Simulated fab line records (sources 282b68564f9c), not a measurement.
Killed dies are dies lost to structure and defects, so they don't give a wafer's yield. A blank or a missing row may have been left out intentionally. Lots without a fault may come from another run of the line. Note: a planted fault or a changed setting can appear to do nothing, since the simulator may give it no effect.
Comparing a struck lot with a sound one -- flow rit_cmos -- 15 out of 202 route steps
Sound: wafers L314.3, L314.4, L314.5. Wafers struck: L320.4, L320.5, L320.6. The cause comes at the end.
At each step with rows: each side's tool, then ch and its chambers, then its first start. Under that, the readings that differ: sound wafers -- struck wafers -- difference of the means -- sigmas: that difference in standard deviations of wafers without a fault.
alike: same words and numbers on both sides, and readings whose means sit less than 2 such deviations apart. not compared: any withheld reading, any reading some wafer has no value for, any bound like >300 that may hide the same value, and any number with overlapping values for which the record gives no deviation.
A row with sigmas, a row that says differs or no value, or rows on one side alone: a step with any of these is where the two part. When numbers do not overlap yet have no deviation, they are printed without sigmas and do not part them. Lack of a reading on every wafer of one side parts them only where that side has two or more wafers.

RIT_SDANNEAL_RS_MEAS_07: the measuring method here is four-point-probe.
  struck on film_metro-02, day 5 14:44; sound on film_metro-01, day 4 12:29
  alike: NLDD_RS
then, 1 step without rows for these wafers: RIT_SILICIDE_WET_ETCH_00 (etches SiO2 in BOE, target depth 14 nm, time 15 s).
RIT_SILICIDE_SPUTTER_01: material Ti, target thk 30 nm, time 231.4 s.
  struck on pvd_sputter-02, day 5 14:49; sound on pvd_sputter-02, day 4 12:34
  alike: throttle_valve_pct
RIT_SILICIDE_RS_MEAS_02: the measuring method here is four-point-probe.
  struck on film_metro-03, day 5 15:01; sound on film_metro-02, day 4 12:46
  alike: SILICIDE_TI_RS
RIT_SILICIDE_THK_MEAS_03: measures by xrf.
  struck on film_metro-03, day 5 15:07; sound on film_metro-02, day 4 12:52
  alike: SILICIDE_TI_THK
RIT_SILICIDE_RTA_04: time 10 s, ramp up 5 s, ramp down 5 s.
  sound on rtp_anneal-02 ch 0, day 4 12:56; struck on rtp_anneal-02 ch 0, day 5 15:10
  alike: wafer_temp_C_max
then, 1 step without rows for these wafers: RIT_SILICIDE_WET_ETCH_05 (etches Ti in SPM, time 120 s).
RIT_SILICIDE_RTA_06: time 10 s, ramp up 5 s, ramp down 10 s.
  sound on rtp_anneal-01 ch 0, day 4 13:02; struck on rtp_anneal-01 ch 0, day 5 15:20
  alike: wafer_temp_C_max
RIT_CONTACT_CVD_00: deposits SiO2 from TEOS, target thk 400 nm, time 61 s.
  sound on pecvd-03 ch 0,1, day 4 13:05; struck on pecvd-03 ch 0,1,2, day 5 15:24
  alike: heater_power_w
RIT_CONTACT_THK_MEAS_01:
  struck on film_metro-01, day 5 15:27; sound on film_metro-03, day 4 13:09
  alike: CONTACT_TEOS_THK
then, 2 steps without rows for these wafers: RIT_CONTACT_HMDS_02 (prime time 60 s); RIT_CONTACT_COAT_03 (resist thk 1000 nm).
RIT_CONTACT_SOFTBAKE_04: time 60 s.
  sound on litho_track-02 ch 0, day 4 13:32; struck on litho_track-02 ch 0, day 5 15:58
reading,sound,struck,difference,sigmas
heater_power_total_W (W),34.57 34.53 34.60,36.34 36.41 36.30,+1.78,+40
plate_temp_C (C),89.98 89.89 89.94,- - -,no value on the struck wafers,
run_length_s (s),89.36 89.38 89.37,79.78 79.76 79.71,-9.62,-48
then, 1 step without rows for these wafers: RIT_CONTACT_EXPOSE_05 (exposes mask M11, target cd 1000 nm).
RIT_M1_PROBE_99:
  struck on prober-02, day 5 21:52; sound on prober-01, day 4 19:45
  alike: killed_at_front_end, killed_dies, killed_open, killed_short

== WHERE THEY PART ==
At RIT_CONTACT_SOFTBAKE_04 and nowhere else, as far as this record goes. Later steps at which nothing parts them and some readings are alike: RIT_M1_PROBE_99.

WHY: the cause the simulator had injected
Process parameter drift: litho_track-02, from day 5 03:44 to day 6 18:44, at RIT_CONTACT_SOFTBAKE_04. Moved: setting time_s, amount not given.
